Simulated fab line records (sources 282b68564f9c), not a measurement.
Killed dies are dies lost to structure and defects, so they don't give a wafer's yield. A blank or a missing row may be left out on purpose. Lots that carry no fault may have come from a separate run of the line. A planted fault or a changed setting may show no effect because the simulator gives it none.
Problem report in the 8D (eight disciplines) form, filled by code	flow rit cmos	the parts of the form that need people (team, actions taken, sign-off) are left out

1. THE PROBLEM
run length s at RIT_GATE_WET_ETCH_00 reads a mean of 67.5 s on 6 wafers of 2 lots; wafers without a fault read 86.9 s with a standard deviation of 2.6. That puts it -7.5 standard deviations away from the usual mean.
The step: etches SiO2 in BOE, target depth 56 nm, time 60 s.
Earliest sighting: wafer L885.1 on wet bench-04 at day 5 01:04. The record has a number at this step for 42 wafers belonging to 14 lots. The rule behind "out" and "out of limits": a value lying over 4 standard deviations away from the usual mean. Any other wafer with a number is counted as sound.

2. WHAT IT IS, AND WHAT IT ISN'T
question	is	is not
which readings at this step	run length s	-
which lots	L885, L887	L872, L873, L874, L875, L876, L877, L878, L879, L881, L882, L883, L884
which wafers of those lots	all that have a number	-
read on which tools	wet bench-04	wet bench-02, wet bench-03
when	from day 5 01:04	up to then (36 sound wafers)

3. SUSPECTS, AND WHAT RULES EACH OUT
Counting: a tool at a process step up to the reading stays a suspect if it ran every lot that is out and no sound lot after the first of them.
- wet bench-04 at RIT_GATE_WET_ETCH_00 (etches SiO2 in BOE, target depth 56 nm, time 60 s): kept. It ran every lot that is out, first L885 (day 5 01:04), and no sound lot after that; its last sound lot up to then is L884 (day 4 19:24). Its own run length s readings are out on those wafers.
Left after counting: wet bench-04 at RIT_GATE_WET_ETCH_00.

4. THE CAUSE (what the simulator had put in)
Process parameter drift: wet bench-04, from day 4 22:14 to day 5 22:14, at RIT_GATE_WET_ETCH_00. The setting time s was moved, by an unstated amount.
This tool alone remained once counting was done.

5. SEQUENCE OF EFFECTS, ordered by route
One row per reading whose mean, taken over the struck wafers that have a number, lies over 3 standard deviations from the usual. Scope: only readings with a usual standard deviation given in the record; hours: median across lots of the time from each lot's start at the first step in this table that gives one to its start at this step; sigmas: change in usual standard deviations.
hours	step	reading	usual	on struck wafers	change	sigmas
0	RIT_GATE_WET_ETCH_00	run length s	86.9 s	67.5	-19.4	-7.5
Its process steps:
- RIT_GATE_WET_ETCH_00: etches SiO2 in BOE, target depth 56 nm, time 60 s.

6. HOW IT WOULD HAVE BEEN CAUGHT EARLIER
First out-of-limits reading in this record: day 5 01:04, which is 3 hours after fault onset at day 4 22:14.
